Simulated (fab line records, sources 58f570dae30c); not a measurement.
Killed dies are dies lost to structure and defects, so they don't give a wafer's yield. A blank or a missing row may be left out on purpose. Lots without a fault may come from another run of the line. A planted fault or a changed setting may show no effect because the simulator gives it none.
One fault seen from 2 desks | flow berkeley_cmos170 | each desk has only its own numbers; what lay behind them comes last

THE METROLOGY DESK
What the gauges read, lot by lot, whatever tool the lot ran on: means of the sampled wafers that have a number. A lot is out of limits, marked OUT, if its mean lies more than 4 standard deviations from the usual mean; the brackets give that distance.
Columns: A = NWELL_OVL at UCB170_NWELL_OVL_MEAS_12, usual 1 nm; B = ACTIVE_OVL at UCB170_ACTIVE_OVL_MEAS_14, usual -1 nm; C = PFIELD_OVL at UCB170_PFIELD_OVL_MEAS_06, usual 2 nm; D = PFIELD_TW at UCB170_PFIELD_TW_MEAS_09, usual 600
lot  | first seen here | A  | B              | C  | D
L405 | day 2 06:28     | 0  | -0             | 4  | 601
L406 | day 2 11:14     | 6  | -5             | -1 | 602
L407 | day 2 15:23     | -0 | -1             | -3 | 598
L408 | day 2 18:15     | -2 | 7              | -4 | 602
L409 | day 3 00:51     | -6 | -2             | 6  | 596
L410 | day 3 01:55     | 4  | -5             | 3  | 598
L411 | day 3 13:44     | -2 | -9             | -4 | 603
L412 | day 3 15:40     | -1 | 6              | 2  | 594
L414 | day 3 23:50     | 1  | -0             | -2 | 599
L415 | day 4 10:43     | 2  | 5              | 3  | 610
L416 | day 4 14:37     | 6  | -3             | 8  | 607
L417 | day 4 22:24     | 2  | -7             | 8  | 607
L420 | day 5 10:44     | -1 | -131 (-26) OUT | 11 | 602
L422 | day 5 16:19     | 1  | -133 (-26) OUT | 2  | 600
L423 | day 6 00:02     | -4 | -131 (-26) OUT | 2  | 596
This desk's finding: out of limits on L420, L422, L423; first on L420, day 7 09:26 (ACTIVE_OVL at UCB170_ACTIVE_OVL_MEAS_14). In limits: L405, L406, L407, L408, L409, L410, L411, L412, L414, L415, L416, L417.

THE TOOL OWNER'S DESK: krf_scanner-02
The tool's own readings at UCB170_ACTIVE_EXPOSE_10 (exposes mask ACTIVE, target cd 1200 nm): means of the sampled wafers that have a number, for each lot that ran on this tool. A lot is out of limits, marked OUT, if its mean lies more than 4 standard deviations from the usual mean; the brackets give that distance.
Columns: A = exposure_dose_mJ_cm2 at UCB170_ACTIVE_EXPOSE_10, usual 19.984; B = reticle_temp_C at UCB170_ACTIVE_EXPOSE_10, usual 23.00 C
lot  | first seen here | A      | B
L405 | day 4 03:22     | 19.982 | 23.00
L406 | day 4 12:54     | 19.989 | 22.87
L408 | day 4 17:13     | 19.979 | 22.91
L409 | day 4 18:17     | 20.008 | 23.03
L412 | day 5 07:34     | 19.982 | 22.89
L411 | day 5 07:46     | 19.970 | 22.97
L416 | day 6 09:35     | 19.982 | 22.99
L417 | day 6 18:32     | 19.987 | 22.94
L420 | day 7 08:55     | 19.992 | 23.11
L422 | day 7 18:04     | 19.964 | 22.92
L423 | day 8 01:01     | 19.980 | 23.03
This desk's finding: nothing out of limits on any of the 11 lots.

PUT TOGETHER
The metrology desk could have raised an alarm at day 7 09:26, on L420, L422, L423.
The tool owner's desk saw nothing out of limits.
The tool owner's desk has L420, L422, L423 on record, within its limits.
Of the lots named, all ran UCB170_ACTIVE_EXPOSE_10 on krf_scanner-02.

WHAT THE SIMULATOR HAD PUT IN
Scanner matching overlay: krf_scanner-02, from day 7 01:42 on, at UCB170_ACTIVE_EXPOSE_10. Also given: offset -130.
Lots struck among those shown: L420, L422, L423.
Hours from the fault's start to each desk's first reading out of limits: the metrology desk, 8.
